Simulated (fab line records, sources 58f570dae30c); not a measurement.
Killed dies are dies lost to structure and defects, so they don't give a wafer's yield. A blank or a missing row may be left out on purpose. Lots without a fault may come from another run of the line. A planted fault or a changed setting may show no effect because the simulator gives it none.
A struck lot beside a sound one | flow berkeley_cmos170 | 15 steps out of a route of 331
Sound: wafers L626.1, L626.3, L626.4. Struck: wafers L635.2, L635.3, L635.4. The cause comes at the end.
At each step with rows: each side's tool, then ch and its chambers, then its first start. Under that, the readings that differ: sound wafers | struck wafers | difference of the means | sigmas: that difference in standard deviations of wafers without a fault.
alike: readings whose means differ by less than 2 such deviations, and words and numbers that are the same on both sides. not compared: withheld readings, readings that some wafer has no value for, bounds like >300 that may hide the same value, and numbers for which the record gives no deviation and whose values overlap.
The two part at a step that has a row with sigmas, a row that says differs or no value, or rows on one side only. Numbers that don't overlap but have no deviation are shown without sigmas and don't part them. A reading that every wafer of one side lacks parts them only if that side has two wafers or more.

first, 6 steps without rows for these wafers: UCB170_ZERO_HMDS_00 (prime time 60 s); UCB170_ZERO_COAT_01 (resist thk 900 nm); UCB170_ZERO_SOFTBAKE_02 (time 60 s); UCB170_ZERO_EXPOSE_03 (exposes mask PM MARKS, target cd 4000 nm); UCB170_ZERO_PEB_04; UCB170_ZERO_DEVELOP_05 (develop time 45 s).
UCB170_ZERO_ETCH_06: etches SiO2 in CHF3/CF4/Ar, time 12 s.
  sound on rie_diel-01 ch 1,2,3, day 2 05:20; struck on rie_diel-04 ch 0,2,3, day 4 01:41
  alike: drypump_motor_current_A, oes_product_au, throttle_valve_pct
  not compared: rf_hours_counter_h
UCB170_ZERO_STRIP_07: strips in O2.
  sound on plasma_asher-01 ch 0,1, day 2 05:22; struck on plasma_asher-04 ch 0,1, day 4 01:42
  alike: drypump_motor_current_A, oes_product_au, strip_time_to_endpoint_s
  not compared: rf_hours_counter_h
then, 2 steps without rows for these wafers: UCB170_NWELL_WET_ETCH_00 (etches SiO2 in dHF, time 200 s); UCB170_NWELL_OXIDATION_01 (target thk 26.4 nm, ox time 1260 s).
UCB170_NWELL_THK_MEAS_02:
  sound on film_metro-01, day 2 13:11; struck on film_metro-01, day 4 07:36
  alike: NWELL_OXIDE_THK
then, 1 step without rows for these wafers: UCB170_NWELL_ANNEAL_03 (time 900 s).
UCB170_NWELL_CVD_04: deposits Si3N4 from SiH2Cl2/NH3, target thk 224 nm, time 3360 s.
  sound on lpcvd-01 ch 0, day 2 20:17; struck on lpcvd-02 ch 0, day 4 15:28
  reading                                 | sound             | struck            | difference | sigmas
  model.Si3N4_of_NWELL_CVD_04.thk_nm (nm) | 226.2 225.6 227.2 | 414.2 413.1 416.1 | +188.1     |
  alike: nh3_flow_sccm, sih2cl2_flow_sccm, susceptor_temp_C
UCB170_NWELL_THK_MEAS_05:
  sound on film_metro-01, day 2 22:13; struck on film_metro-03, day 4 17:38
  reading                | sound             | struck            | difference | sigmas
  NWELL_NITRIDE_THK (nm) | 226.3 225.5 227.2 | 414.3 413.1 416.1 | +188.2     | +94
  not compared: hold
then, 1 step without rows for these wafers: UCB170_M3_PROBE_99.

WHERE THEY PART
Only at UCB170_NWELL_THK_MEAS_05, within this record.

WHY: what the simulator had put in
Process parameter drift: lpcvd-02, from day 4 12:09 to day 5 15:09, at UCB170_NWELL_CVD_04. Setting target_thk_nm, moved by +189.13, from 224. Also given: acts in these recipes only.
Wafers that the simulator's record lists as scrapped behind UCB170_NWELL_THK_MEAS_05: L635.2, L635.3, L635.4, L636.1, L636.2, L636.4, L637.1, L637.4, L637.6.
